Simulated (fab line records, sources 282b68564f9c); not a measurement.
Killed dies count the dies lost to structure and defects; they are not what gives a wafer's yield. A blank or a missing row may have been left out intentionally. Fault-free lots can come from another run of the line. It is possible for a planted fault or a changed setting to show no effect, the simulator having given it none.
What tool caused it? || flow rit-cmos || Sampling: 14 lots, 42 wafers, 3 of 202 route steps

== WHAT EACH GAUGE READ, for each wafer ==
RIT_NSD_TW_MEAS_10.
{"lot": "L364", "measured": "day 3 04:06", "on": "film-metro-02", "NSD_TW": "3110 3108 3105"}
{"lot": "L367", "measured": "day 3 21:06", "on": "film-metro-03", "NSD_TW": "3166 3178 3178"}
{"lot": "L369", "measured": "day 4 07:13", "on": "film-metro-02", "NSD_TW": "3097 3102 3106"}
{"lot": "L370", "measured": "day 4 12:49", "on": "film-metro-03", "NSD_TW": "3160 3165 3154"}
{"lot": "L373", "measured": "day 5 00:47", "on": "film-metro-03", "NSD_TW": "3164 3164 3156"}
{"lot": "L374", "measured": "day 5 09:25", "on": "film-metro-02", "NSD_TW": "3105 3103 3103"}
{"lot": "L375", "measured": "day 5 14:04", "on": "film-metro-02", "NSD_TW": "3101 3103 3107"}
{"lot": "L376", "measured": "day 5 18:23", "on": "film-metro-01", "NSD_TW": "3129 3123 3123"}
{"lot": "L380", "measured": "day 6 09:08", "on": "film-metro-01", "NSD_TW": "3321 3319 3316"}
{"lot": "L381", "measured": "day 6 18:01", "on": "film-metro-03", "NSD_TW": "3381 3395 3403"}
{"lot": "L382", "measured": "day 7 00:15", "on": "film-metro-03", "NSD_TW": "3123 3131 3140"}
{"lot": "L384", "measured": "day 7 11:06", "on": "film-metro-02", "NSD_TW": "3101 3109 3114"}
{"lot": "L385", "measured": "day 7 15:02", "on": "film-metro-03", "NSD_TW": "3140 3146 3156"}
{"lot": "L387", "measured": "day 7 20:13", "on": "film-metro-03", "NSD_TW": "3121 3132 3161"}

RIT_SDANNEAL_RS_MEAS_05: the measuring method here is four-point-probe.
{"lot": "L364", "measured": "day 3 06:28", "on": "film-metro-03", "NSD_RS (ohm/sq)": "84.70 85.12 85.13"}
{"lot": "L367", "measured": "day 3 23:23", "on": "film-metro-02", "NSD_RS (ohm/sq)": "84.24 84.52 84.18"}
{"lot": "L369", "measured": "day 4 09:17", "on": "film-metro-03", "NSD_RS (ohm/sq)": "84.28 84.35 84.35"}
{"lot": "L370", "measured": "day 4 15:14", "on": "film-metro-01", "NSD_RS (ohm/sq)": "84.46 84.59 84.75"}
{"lot": "L373", "measured": "day 5 02:56", "on": "film-metro-03", "NSD_RS (ohm/sq)": "84.74 84.79 85.00"}
{"lot": "L374", "measured": "day 5 11:38", "on": "film-metro-03", "NSD_RS (ohm/sq)": "85.19 85.10 84.91"}
{"lot": "L375", "measured": "day 5 16:07", "on": "film-metro-03", "NSD_RS (ohm/sq)": "84.68 84.70 84.81"}
{"lot": "L376", "measured": "day 5 20:33", "on": "film-metro-03", "NSD_RS (ohm/sq)": "84.63 84.74 84.68"}
{"lot": "L380", "measured": "day 6 11:21", "on": "film-metro-01", "NSD_RS (ohm/sq)": "64.84 64.84 64.72"}
{"lot": "L381", "measured": "day 6 20:26", "on": "film-metro-03", "NSD_RS (ohm/sq)": "64.59 64.54 64.32"}
{"lot": "L382", "measured": "day 7 02:50", "on": "film-metro-02", "NSD_RS (ohm/sq)": "84.37 84.76 84.76"}
{"lot": "L384", "measured": "day 7 13:08", "on": "film-metro-03", "NSD_RS (ohm/sq)": "84.76 84.69 84.75"}
{"lot": "L385", "measured": "day 7 17:08", "on": "film-metro-01", "NSD_RS (ohm/sq)": "84.68 84.85 84.62"}
{"lot": "L387", "measured": "day 7 22:24", "on": "film-metro-02", "NSD_RS (ohm/sq)": "84.89 84.74 84.37"}

== EACH LOT AND THE TOOL THAT RAN IT (in order: tool; ch and the chambers of the sampled wafers; start) ==
{"lot": "L364", "RIT_NSD_IMPLANT_08": "implanter-01 ch 0, day 3 03:46"}
{"lot": "L367", "RIT_NSD_IMPLANT_08": "implanter-03 ch 0, day 3 20:47"}
{"lot": "L369", "RIT_NSD_IMPLANT_08": "implanter-03 ch 0, day 4 06:53"}
{"lot": "L370", "RIT_NSD_IMPLANT_08": "implanter-04 ch 0, day 4 12:29"}
{"lot": "L373", "RIT_NSD_IMPLANT_08": "implanter-04 ch 0, day 5 00:30"}
{"lot": "L374", "RIT_NSD_IMPLANT_08": "implanter-04 ch 0, day 5 09:05"}
{"lot": "L375", "RIT_NSD_IMPLANT_08": "implanter-04 ch 0, day 5 13:46"}
{"lot": "L376", "RIT_NSD_IMPLANT_08": "implanter-04 ch 0, day 5 18:03"}
{"lot": "L380", "RIT_NSD_IMPLANT_08": "implanter-03 ch 0, day 6 08:50"}
{"lot": "L381", "RIT_NSD_IMPLANT_08": "implanter-03 ch 0, day 6 17:44"}
{"lot": "L382", "RIT_NSD_IMPLANT_08": "implanter-01 ch 0, day 6 23:56"}
{"lot": "L384", "RIT_NSD_IMPLANT_08": "implanter-01 ch 0, day 7 10:47"}
{"lot": "L385", "RIT_NSD_IMPLANT_08": "implanter-04 ch 0, day 7 14:43"}
{"lot": "L387", "RIT_NSD_IMPLANT_08": "implanter-01 ch 0, day 7 19:53"}
- RIT_NSD_IMPLANT_08

== WHAT THE TOOLS THEMSELVES READ (means of the sampled wafers that have a number; where no wafer has one, the mark that the record gives instead) ==
RIT_NSD_IMPLANT_08.
{"lot": "L364", "tool": "implanter-01", "beam-on-s (s)": 10.07, "faraday-current-uA": 3120}
{"lot": "L367", "tool": "implanter-03", "beam-on-s (s)": 10.03, "faraday-current-uA": 3123}
{"lot": "L369", "tool": "implanter-03", "beam-on-s (s)": 10.00, "faraday-current-uA": 3131}
{"lot": "L370", "tool": "implanter-04", "beam-on-s (s)": 10.14, "faraday-current-uA": 3092}
{"lot": "L373", "tool": "implanter-04", "beam-on-s (s)": 9.81, "faraday-current-uA": 3201}
{"lot": "L374", "tool": "implanter-04", "beam-on-s (s)": 9.91, "faraday-current-uA": 3154}
{"lot": "L375", "tool": "implanter-04", "beam-on-s (s)": 10.01, "faraday-current-uA": 3131}
{"lot": "L376", "tool": "implanter-04", "beam-on-s (s)": 10.07, "faraday-current-uA": 3119}
{"lot": "L380", "tool": "implanter-03", "beam-on-s (s)": 14.21, "faraday-current-uA": 2202}
{"lot": "L381", "tool": "implanter-03", "beam-on-s (s)": 14.30, "faraday-current-uA": 2195}
{"lot": "L382", "tool": "implanter-01", "beam-on-s (s)": 10.10, "faraday-current-uA": 3093}
{"lot": "L384", "tool": "implanter-01", "beam-on-s (s)": 10.05, "faraday-current-uA": 3108}
{"lot": "L385", "tool": "implanter-04", "beam-on-s (s)": 9.91, "faraday-current-uA": 3171}
{"lot": "L387", "tool": "implanter-01", "beam-on-s (s)": 10.00, "faraday-current-uA": 3137}

== THE ANSWER, worked out from the rows above alone ==
Rule: usual is defined by the lots themselves. Put in order of their means at a reading, lots are off if they are a third of the lots or fewer, leave a main group of 4 or more, and stand apart from it by a gap of 3 or more times the standard deviation of the main group's means; of several such gaps the widest counts. The tables above print the reading to a certain number of digits; a main group whose means all agree to those digits is not used. Also off: a lot with no number at a reading for which 4 or more lots have one. The other lots that the step has rows for count as sound. After the gauges, taken in route order, come the tools' own readings; for these a lot's mean is taken, as printed above. At the first step where some lot is off, the reading lying furthest off is the one used; lots without a number count as furthest.
Off: L380, L381, seen at RIT_NSD_TW_MEAS_10 (NSD_TW). The main group has a mean of 3130 with a standard deviation of 25.
If a tool, at a process step before that reading, ran all the lots that are off and no sound lot after the first of them, it fits. Not tried: the gauges at RIT_NSD_TW_MEAS_10; whatever is off there is also off at RIT_NSD_IMPLANT_08, on other tools, and gauge error can't account for it. One fits: RIT_NSD_IMPLANT_08 on implanter-03. A fault onset in the window from L369 (day 4 06:53, its last sound lot) to L380 (day 6 08:50, its first lot off) fits.
The tool's own readings at RIT_NSD_IMPLANT_08 bear it out: on the lots that are off they differ by more than 5 times the standard deviation of the sound lots' means. beam-on-s reads 14.26 s there against 10.01 s on the sound lots; faraday-current-uA reads 2198 there against 3132 on the sound lots.

== WHAT THE SIMULATOR PUT IN ==
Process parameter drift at RIT_NSD_IMPLANT_08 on implanter-03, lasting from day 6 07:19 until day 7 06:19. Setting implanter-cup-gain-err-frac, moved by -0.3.
Lots struck among those shown: L380, L381. This agrees with what the rule above found.
